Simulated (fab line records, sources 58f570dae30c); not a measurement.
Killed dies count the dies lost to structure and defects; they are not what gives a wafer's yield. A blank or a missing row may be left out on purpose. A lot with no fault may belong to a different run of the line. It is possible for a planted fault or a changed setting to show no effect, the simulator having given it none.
The tool behind it: which one? || flow berkeley-cmos170 || 8 lots, 24 wafers sampled, at 2 steps of a route of 331

## WHAT THE GAUGES SHOWED, per wafer
UCB170_GATE_THK_MEAS_05.
{"lot": "L330", "measured": "day 8 00:20", "on": "film-metro-04", "GATE_POLY_THK (nm)": "172.9 173.5 175.0"}
{"lot": "L333", "measured": "day 8 00:20", "on": "film-metro-03", "GATE_POLY_THK (nm)": "172.9 173.9 173.1"}
{"lot": "L335", "measured": "day 8 15:37", "on": "film-metro-04", "GATE_POLY_THK (nm)": "217.1 217.7 217.6"}
{"lot": "L339", "measured": "day 8 23:01", "on": "film-metro-02", "GATE_POLY_THK (nm)": "212.9 215.3 215.4"}
{"lot": "L342", "measured": "day 10 07:23", "on": "film-metro-02", "GATE_POLY_THK (nm)": "212.1 213.5 212.5"}
{"lot": "L345", "measured": "day 10 07:27", "on": "film-metro-02", "GATE_POLY_THK (nm)": "217.4 215.0 217.8"}
{"lot": "L348", "measured": "day 11 09:00", "on": "film-metro-04", "GATE_POLY_THK (nm)": "213.0 211.1 213.9"}
{"lot": "L351", "measured": "day 11 17:09", "on": "film-metro-04", "GATE_POLY_THK (nm)": "216.7 218.6 217.2"}

## TOOL THAT RAN EACH LOT (tool first, then ch and the chambers of the sampled wafers, then the start)
{"lot": "L330", "UCB170_GATE_CVD_04": "lpcvd-01 ch 1, day 7 22:56"}
{"lot": "L333", "UCB170_GATE_CVD_04": "lpcvd-01 ch 1, day 7 22:56"}
{"lot": "L335", "UCB170_GATE_CVD_04": "lpcvd-02 ch 0, day 8 14:13"}
{"lot": "L339", "UCB170_GATE_CVD_04": "lpcvd-02 ch 1, day 8 21:35"}
{"lot": "L342", "UCB170_GATE_CVD_04": "lpcvd-02 ch 1, day 10 05:55"}
{"lot": "L345", "UCB170_GATE_CVD_04": "lpcvd-02 ch 0, day 10 05:55"}
{"lot": "L348", "UCB170_GATE_CVD_04": "lpcvd-02 ch 1, day 11 07:34"}
{"lot": "L351", "UCB170_GATE_CVD_04": "lpcvd-01 ch 1, day 11 15:45"}
- UCB170_GATE_CVD_04: deposits poly-Si from SiH4, time 1440 s, target thk 214 nm.

## THE ANSWER, worked out from the rows above alone
Rule: the lots themselves supply what counts as usual. The widest of any qualifying gaps counts: lots, ordered by their means at a reading, are off when they make up no more than a third of the lots, leave a main group of 4 or more, and stand apart from it by 3 or more times the standard deviation of that group's means. Not used: any main group whose means are identical at the precision the tables above print for the reading. Also off: a lot with no number at a reading for which 4 or more lots have one. All remaining lots with rows at the step are treated as sound.
Off: L330, L333, seen at UCB170_GATE_THK_MEAS_05 (GATE_POLY_THK). The main group: mean 215.3 nm, standard deviation 2.1.
A tool fits if, at a process step before that reading, it ran every lot that is off, and no sound lot after the first of them. Gauges at UCB170_GATE_THK_MEAS_05: tried the same way as those tools. None of those tried fits.

## WHAT THE SIMULATOR HAD PUT IN
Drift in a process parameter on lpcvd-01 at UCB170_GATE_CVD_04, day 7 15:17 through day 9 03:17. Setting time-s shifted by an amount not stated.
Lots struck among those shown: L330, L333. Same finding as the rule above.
